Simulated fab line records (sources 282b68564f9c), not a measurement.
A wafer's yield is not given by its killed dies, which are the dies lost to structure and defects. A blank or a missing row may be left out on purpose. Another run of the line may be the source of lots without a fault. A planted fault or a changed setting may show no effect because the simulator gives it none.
fab line records	flow rit_cmos
record: lots: 6	wafers: 18	last_day: 6
route steps=202 shown NWELL@35 PWELL@39 WELLDRIVE@50 NRETRO@53 M1@202
lots untouched by any fault: they come from a run of this same line in which no faults occurred
start_h: hours from the record's first day to the start of the lot's first wafer shown	wait_h: hours elapsed since this lot's preceding step	" repeats the value in the row above	L1.1+2: a single row standing in for several wafers	- either no value or no given start	* or withheld: withheld	< > ~ a bound
route shown NAME@n: names a module that has steps shown in the file, with the first one's number in the route	usual: mean/standard deviation taken from wafers without a fault	same: alike in all rows	chamber/n: place in a boat	sites: the reading at each site	_std_site: how widely they spread, as a standard deviation	_edge_site: outer sites' mean less inner sites'	radius_mm: for every site, how far away it sits from the centre of the wafer	mask NAME#n: copy n	behind: tool/chamber where the wafer was last shaped	hold: why the lot went on hold/how many hours it stayed there/how the hold came to an end	device: names the non-switching transistor (n, p or np)	end of line: the same wafers' tests at the end of the route	step lacking rows: just its recipe	killed: the dies lost at the first sort to structure and to defects; this is not the yield of the wafer	map: shows each die of a wafer: x if killed, . if not, _ if none is there
set.NAME: the setting the step ran with; set.NAME@STEP: the setting that earlier step ran with	model.NAME: the simulator's own value behind a step, which no gauge read
lots at some steps of the route; a table a step, a row a wafer
services: from which hour (start_h, from the record's first day; less than 0 if before it) a tool's chamber was out of use, for how many hours, and why
== steps ==
step: RIT_NWELL_HARDBAKE_07
recipe: resist: NOVOLAK	temp_c: 140	time_s: 120
step: RIT_NWELL_IMPLANT_08
recipe: species: P	energy_kev: 170	dose_cm2: 5e+13	tilt_deg: 7
step: RIT_NWELL_STRIP_09
recipe: chemistry: O2	time_s: 180	resist: NOVOLAK	platen_temp_c: withheld	power_w: 500	pressure_mtorr: 4000	o2_flow_sccm: 4000
usual: drypump_motor_current_A: 5.8/0.6	o2_flow_sccm: 4003/11
lot.wafer	tool	chamber	start_h	wait_h	drypump_motor_current_A	o2_flow_sccm	rf_hours_counter_h
L621.2	plasma_asher-04	0	56.15	0.1	5.8	4004	42
L621.4	"	1	"	"	6.5	4024	-
L621.5	"	1	"	"	6.5	4020	-
L624.4	plasma_asher-04	0	70.68	0.1	5.8	4015	-
L624.5	"	1	"	"	6.5	4017	-
L624.6	"	0	"	"	5.8	3998	-
L626.1	plasma_asher-03	0	80.62	0.1	4.9	4030	27
L626.3	"	0	"	"	4.9	4011	-
L626.5	"	1	"	"	6.1	3995	-
L628.1	plasma_asher-03	1	91.08	0.1	6.1	4004	29
L628.2	"	0	"	"	4.9	4005	29
L628.6	"	0	"	"	4.9	3999	-
L632.1	plasma_asher-03	1	111.73	0.1	6.1	4002	31
L632.2	"	0	"	"	4.9	4010	31
L632.5	"	0	"	"	4.9	4003	-
L633.1	plasma_asher-04	0	117.33	0.1	5.8	4000	50
L633.2	"	1	"	"	6.5	4009	50
L633.4	"	0	"	"	5.8	3998	-
step: RIT_NWELL_TW_MEAS_10
usual: NWELL_TW: 2130/18
lot.wafer	tool	chamber	start_h	wait_h	NWELL_TW
L621.2	film_metro-01	-	56.34	0.1	2166
L621.4	"	-	"	"	2154
L621.5	"	-	"	"	2161
L624.4	film_metro-02	-	70.82	0.1	2122
L624.5	"	-	"	"	2126
L624.6	"	-	"	"	2111
L626.1	film_metro-02	-	80.79	0.1	2108
L626.3	"	-	"	"	2118
L626.5	"	-	"	"	2108
L628.1	film_metro-04	-	91.26	0.1	2119
L628.2	"	-	"	"	2109
L628.6	"	-	"	"	2110
L632.1	film_metro-04	-	111.91	0.1	2119
L632.2	"	-	"	"	2123
L632.5	"	-	"	"	2109
L633.1	film_metro-02	-	117.51	0.1	2121
L633.2	"	-	"	"	2126
L633.4	"	-	"	"	2121
step: RIT_PWELL_HMDS_00
recipe: prime_time_s: 60	prime_temp_c: 140
step: RIT_PWELL_COAT_01
recipe: resist: NOVOLAK	spin_rpm: 2000	resist_thk_nm: 1300
step: RIT_PWELL_SOFTBAKE_02
recipe: resist: NOVOLAK	temp_c: 90	time_s: 60
step: RIT_PWELL_EXPOSE_03
recipe: mask_id: M3	na: 0.57	target_cd_nm: 43700	dose_mj: 250
step: RIT_PWELL_PEB_04
recipe: resist: NOVOLAK	temp_c: withheld	time_s: withheld
step: RIT_PWELL_DEVELOP_05
recipe: resist: NOVOLAK	develop_time_s: 68	dev_temp_c: 23
step: RIT_PWELL_OVL_MEAS_06
usual: PWELL_OVL: -0.2/1.3
lot.wafer	tool	chamber	start_h	wait_h	PWELL_OVL[nm]
L621.2	overlay-02	-	57.40	-	-2.7
L621.4	"	-	"	"	-1.4
L621.5	"	-	"	"	0.8
L624.4	overlay-02	-	71.90	-	-0.3
L624.5	"	-	"	"	1.5
L624.6	"	-	"	"	-0.7
L626.1	overlay-01	-	81.86	-	0.3
L626.3	"	-	"	"	-2.5
L626.5	"	-	"	"	0.8
L628.1	overlay-02	-	92.20	-	-0.5
L628.2	"	-	"	"	-3.7
L628.6	"	-	"	"	-3.0
L632.1	overlay-01	-	112.97	-	-1.1
L632.2	"	-	"	"	-1.3
L632.5	"	-	"	"	0.4
L633.1	overlay-01	-	118.56	-	0.1
L633.2	"	-	"	"	-0.1
L633.4	"	-	"	"	0.2
step: RIT_PWELL_HARDBAKE_07
recipe: resist: NOVOLAK	temp_c: 140	time_s: 120
step: RIT_PWELL_IMPLANT_08
recipe: species: B	energy_kev: 170	dose_cm2: 7e+13	tilt_deg: 7
usual: dose_ions_cm2: 6.997e+13/6.4e+10	faraday_current_uA: 222/4.9	tilt_deg: 7.002/0.02
same: implant_ion_amu: 11
lot.wafer	tool	chamber	start_h	wait_h	dose_ions_cm2	faraday_current_uA	tilt_deg
L621.2	implanter-04	0	57.71	0.2	7.004e+13	219	6.999
L621.4	"	0	"	"	6.993e+13	220	6.981
L621.5	"	0	"	"	6.999e+13	225	6.984
L624.4	implanter-01	0	72.42	0.2	7.003e+13	220	7.032
L624.5	"	0	"	"	6.992e+13	217	7.019
L624.6	"	0	"	"	6.99e+13	214	6.989
L626.1	implanter-01	0	82.15	0.2	6.994e+13	222	7.042
L626.3	"	0	"	"	6.991e+13	221	7.021
L626.5	"	0	"	"	6.995e+13	223	7.013
L628.1	implanter-03	0	92.48	0.2	6.995e+13	224	6.982
L628.2	"	0	"	"	7.01e+13	211	6.973
L628.6	"	0	"	"	6.986e+13	218	6.980
L632.1	implanter-04	0	113.26	0.2	6.645e+13	218	7.023
L632.2	"	0	"	"	6.644e+13	212	7.053
L632.5	"	0	"	"	6.644e+13	216	7.037
L633.1	implanter-04	0	118.91	0.2	6.642e+13	212	7.016
L633.2	"	0	"	"	6.647e+13	218	6.979
L633.4	"	0	"	"	6.643e+13	218	7.001
step: RIT_PWELL_STRIP_09
recipe: chemistry: O2	time_s: 180	resist: NOVOLAK	platen_temp_c: withheld	power_w: 500	pressure_mtorr: 4000	o2_flow_sccm: 4000
usual: drypump_motor_current_A: 5.5/0.51	o2_flow_sccm: 4001/12
lot.wafer	tool	chamber	start_h	wait_h	drypump_motor_current_A	o2_flow_sccm	rf_hours_counter_h
L621.2	plasma_asher-01	1	57.83	0.1	6.0	3989	41
L621.4	"	1	"	"	5.9	4011	-
L621.5	"	1	"	"	6.0	4000	-
L624.4	plasma_asher-01	0	72.55	0.1	5.2	4003	-
L624.5	"	1	"	"	5.9	3988	-
L624.6	"	0	"	"	5.2	4020	-
L626.1	plasma_asher-01	0	82.30	0.1	5.2	4017	45
L626.3	"	1	"	"	5.9	4007	-
L626.5	"	1	"	"	6.0	3991	-
L628.1	plasma_asher-01	1	92.63	0.1	5.9	3993	46
L628.2	"	0	"	"	5.2	3990	46
L628.6	"	0	"	"	5.2	4006	-
L632.1	plasma_asher-03	1	113.41	0.1	6.0	4005	31
L632.2	"	0	"	"	4.9	4005	31
L632.5	"	0	"	"	4.9	3994	-
L633.1	plasma_asher-02	0	119.06	0.1	6.2	4010	0
L633.2	"	1	"	"	4.9	4006	0
L633.4	"	1	"	"	4.9	3985	-
step: RIT_PWELL_TW_MEAS_10
usual: PWELL_TW: 947/7.8
lot.wafer	tool	chamber	start_h	wait_h	PWELL_TW
L621.2	film_metro-02	-	58.02	0.1	942
L621.4	"	-	"	"	940
L621.5	"	-	"	"	942
L624.4	film_metro-04	-	72.70	0.1	937
L624.5	"	-	"	"	943
L624.6	"	-	"	"	943
L626.1	film_metro-04	-	82.47	0.1	940
L626.3	"	-	"	"	939
L626.5	"	-	"	"	937
L628.1	film_metro-01	-	92.81	0.1	955
L628.2	"	-	"	"	953
L628.6	"	-	"	"	957
L632.1	film_metro-02	-	113.58	0.1	929
L632.2	"	-	"	"	930
L632.5	"	-	"	"	923
L633.1	film_metro-04	-	119.23	0.1	920
L633.2	"	-	"	"	921
L633.4	"	-	"	"	924
step: RIT_WELLDRIVE_ANNEAL_00
recipe: temp_c: 1100	time_s: 14700	ambient: N2
step: RIT_WELLDRIVE_RS_MEAS_01
recipe: thk_meas_gauge: four-point-probe
usual: NWELL_RS: 275.4/0.68
lot.wafer	tool	chamber	start_h	wait_h	NWELL_RS[ohm/sq]
L621.2	film_metro-01	-	63.17	0.0	275.5
L621.4	"	-	"	"	275.5
L621.5	"	-	"	"	276.2
L624.4	film_metro-04	-	78.48	0.1	275.8
L624.5	"	-	"	"	275.3
L624.6	"	-	"	"	276.3
L626.1	film_metro-01	-	88.53	0.0	275.8
L626.3	"	-	"	"	276.5
L626.5	"	-	"	"	276.5
L628.1	film_metro-02	-	98.87	0.0	274.9
L628.2	"	-	"	"	275.4
L628.6	"	-	"	"	274.7
L632.1	film_metro-01	-	118.72	0.0	275.8
L632.2	"	-	"	"	275.2
L632.5	"	-	"	"	275.9
L633.1	film_metro-04	-	124.37	0.0	275.8
L633.2	"	-	"	"	276.2
L633.4	"	-	"	"	275.6
step: RIT_WELLDRIVE_RS_MEAS_02
recipe: thk_meas_gauge: four-point-probe
usual: PWELL_RS: 429.0/1.2
lot.wafer	tool	chamber	start_h	wait_h	PWELL_RS[ohm/sq]
L621.2	film_metro-01	-	63.29	0.1	428.8
L621.4	"	-	"	"	430.1
L621.5	"	-	"	"	430.0
L624.4	film_metro-04	-	78.60	0.1	429.2
L624.5	"	-	"	"	428.4
L624.6	"	-	"	"	429.6
L626.1	film_metro-01	-	88.65	0.1	430.8
L626.3	"	-	"	"	431.8
L626.5	"	-	"	"	431.5
L628.1	film_metro-02	-	98.99	0.1	428.3
L628.2	"	-	"	"	429.4
L628.6	"	-	"	"	430.1
L632.1	film_metro-01	-	118.84	0.1	444.1
L632.2	"	-	"	"	442.7
L632.5	"	-	"	"	441.6
L633.1	film_metro-04	-	124.49	0.1	443.8
L633.2	"	-	"	"	442.8
L633.4	"	-	"	"	442.5
step: RIT_NRETRO_HMDS_00
recipe: prime_time_s: 60	prime_temp_c: 140
step: RIT_M1_PROBE_99
usual: killed_at_contacts: 0.1/0.3	killed_at_front_end: 7.1/3	killed_dies: 7.3/3	killed_open: 3.6/2	killed_short: 3.5/1.9
same: gross_dies: 264	killed_at_M0_to_M3: 0	killed_at_M4_up: 0	killed_at_back_side: 0	killed_at_other: 0
lot.wafer	tool	chamber	start_h	wait_h	killed_at_contacts	killed_at_front_end	killed_dies	killed_open	killed_short	model.etest.pwell_pinched.rs_ohm_sq	model.etest.pwell.rs_ohm_sq	model.etest.diode_nplus_pwell.bv_v	model.etest.diode_nplus_pwell.cj_ff_um2	model.etest.cap_n_gate.c_min_ff_um2
L621.2	prober-02	-	92.64	0.1	0	11	11	8	3	465	411.6	6.052	2.065	2.389
L621.4	prober-02	-	92.74	0.2	0	8	8	4	3	459.9	417.9	6.002	2.072	2.381
L621.5	prober-02	-	92.79	0.2	0	13	13	7	5	463.8	416.5	5.993	2.068	2.41
L624.4	prober-01	-	108.64	0.2	0	6	6	3	3	447.6	410.6	5.962	2.062	2.354
L624.5	prober-01	-	108.69	0.2	0	9	9	5	4	454.5	407.2	5.964	2.065	2.352
L624.6	prober-01	-	108.74	0.2	0	12	12	8	4	455.1	414	5.965	2.077	2.356
L626.1	prober-01	-	122.15	0.1	0	6	6	0	6	458.7	417.5	5.99	2.069	2.385
L626.3	prober-01	-	122.25	0.2	0	3	3	1	2	464.1	419.1	5.948	2.073	2.386
L626.5	prober-01	-	122.35	0.2	0	2	2	2	0	459.4	417.2	6	2.067	2.388
L628.1	prober-01	-	128.67	0.1	0	7	7	4	3	448.6	408.4	5.995	2.049	2.368
L628.2	prober-01	-	128.72	0.1	0	9	9	5	4	449.2	410.4	6.059	2.05	2.363
L628.6	prober-01	-	128.92	0.2	0	8	8	3	5	452.4	409.6	6.023	2.054	2.35
L632.1	prober-01	-	148.44	0.1	1	9	10	7	3	480.2	434.1	6.015	2.043	2.337
L632.2	prober-01	-	148.49	0.1	0	6	6	4	2	466.9	428.7	6.073	2.027	2.346
L632.5	prober-01	-	148.64	0.2	0	5	5	3	2	467.2	425.9	6.049	2.023	2.35
L633.1	prober-02	-	154.06	0.1	0	6	6	4	2	469.6	430	6.125	2.021	2.313
L633.2	prober-02	-	154.11	0.1	0	8	8	3	5	477.5	423.1	6.131	2.015	2.317
L633.4	prober-02	-	154.21	0.2	0	7	7	3	4	463.2	424.7	6.148	2.019	2.315
killed by level:class
L621.2 REOX:geometric_particle:open=6 FOX2:geometric_particle:open=1 GATE:geometric_particle:short=1 REOX:geometric_particle:short=1 SILICIDE:geometric_particle:short=1 SILICIDE:geometric_particle:open=1
L621.4 SPACER:geometric_particle:open=2 FOX2:geometric_particle:short=1 GATE:geometric_particle:short=1 GATE:geometric_particle:open=1 REOX:geometric_particle:open=1 SPACER:geometric_particle:short=1 GATE:coat_microbubble_printed=1
L621.5 GATE:geometric_particle:short=3 GATE:geometric_particle:open=3 SPACER:geometric_particle:open=2 FOX1:geometric_particle:open=1 REOX:geometric_particle:short=1 REOX:geometric_particle:open=1 SILICIDE:geometric_particle:short=1 GATE:coat_microbubble_printed=1
L624.4 SILICIDE:geometric_particle:open=2 SILICIDE:geometric_particle:short=2 FOX1:geometric_particle:open=1 GATE:geometric_particle:short=1
L624.5 SILICIDE:geometric_particle:open=3 FOX1:geometric_particle:short=1 FOX1:geometric_particle:open=1 GATE:geometric_particle:short=1 REOX:geometric_particle:open=1 REOX:geometric_particle:short=1 SPACER:geometric_particle:short=1
L624.6 REOX:geometric_particle:open=3 SILICIDE:geometric_particle:open=3 SILICIDE:geometric_particle:short=2 FOX1:geometric_particle:short=1 GATE:geometric_particle:open=1 REOX:geometric_particle:short=1 SPACER:geometric_particle:open=1
L626.1 GATE:geometric_particle:short=3 REOX:geometric_particle:short=3
L626.3 FOX1:geometric_particle:short=1 GATE:geometric_particle:short=1 REOX:geometric_particle:open=1
L626.5 GATE:geometric_particle:open=1 SILICIDE:geometric_particle:open=1
L628.1 SPACER:geometric_particle:short=2 FOX1:geometric_particle:open=1 GATE:geometric_particle:short=1 GATE:geometric_particle:open=1 REOX:geometric_particle:open=1 SPACER:geometric_particle:open=1
L628.2 SPACER:geometric_particle:short=3 FOX2:geometric_particle:open=2 FOX1:geometric_particle:open=1 GATE:geometric_particle:short=1 REOX:geometric_particle:open=1 SPACER:geometric_particle:open=1
L628.6 SPACER:geometric_particle:open=3 SPACER:geometric_particle:short=2 FOX1:geometric_particle:short=1 FOX2:geometric_particle:short=1 GATE:geometric_particle:short=1
L632.1 SPACER:geometric_particle:open=4 ACTIVE:geometric_particle:open=1 FOX1:geometric_particle:open=1 SPACER:geometric_particle:short=1 SILICIDE:geometric_particle:open=1 SILICIDE:geometric_particle:short=1 CONTACT:geometric_particle:short=1
L632.2 SILICIDE:geometric_particle:open=2 FOX1:geometric_particle:open=1 GATE:geometric_particle:short=1 GATE:geometric_particle:open=1 REOX:geometric_particle:short=1
L632.5 SILICIDE:geometric_particle:open=2 FOX1:geometric_particle:short=1 FOX2:geometric_particle:short=1 SPACER:geometric_particle:open=1
L633.1 GATE:geometric_particle:open=3 GATE:geometric_particle:short=1 SPACER:geometric_particle:short=1 SPACER:geometric_particle:open=1
L633.2 GATE:geometric_particle:short=4 GATE:geometric_particle:open=2 FOX1:geometric_particle:short=1 FOX1:geometric_particle:open=1
L633.4 GATE:geometric_particle:short=3 GATE:geometric_particle:open=1 REOX:geometric_particle:open=1 SPACER:geometric_particle:short=1 SILICIDE:geometric_particle:open=1
== services ==
tool	chamber	start_h	hours	kind
plasma_asher-03	-	44.61	4.5	repair
plasma_asher-02	-	108.75	9.0	pm
plasma_asher-02	0	108.75	9.0	vent_cycle
plasma_asher-02	1	108.75	9.0	vent_cycle
plasma_asher-03	-	110.13	0.6	repair
plasma_asher-02	0	117.75	-	clean
plasma_asher-02	1	117.75	-	clean
== key ==
first_sign: step: RIT_PWELL_IMPLANT_08	reading: dose_ions_cm2	direction: down	sigmas: 55	usual: 6.997e+13	struck: 6.644e+13
effect: step: RIT_WELLDRIVE_RS_MEAS_02	reading: PWELL_RS	direction: up	sigmas: 12	usual: 429.0	struck: 442.9
model_effect: step: RIT_M1_PROBE_99	value: etest.pwell_pinched.rs_ohm_sq	without: 455.2	struck: 470.8
met_at RIT_PWELL_IMPLANT_08
struck_wafers L632.1,L632.2,L632.5,L633.1,L633.2,L633.4
tester_left_out L632,L633
onset_between 57.71 113.26
fault: kind: process_parameter_drift	tool: implanter-04	chamber: -	onset_h: 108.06	steps: RIT_PWELL_IMPLANT_08	channel: dose_cm2	offset: -3.5e+12	shape: step	end_h: 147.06	acts_in: these_recipes_only	stated: 7e+13
tester_left_out: of these lots the tester's yield and bins aren't shown, on N5 and GAA mostly nor the transistor test; their killed dies are dies lost to structure and defects alone, not to doping, threshold or leakage, so they don't give the yield
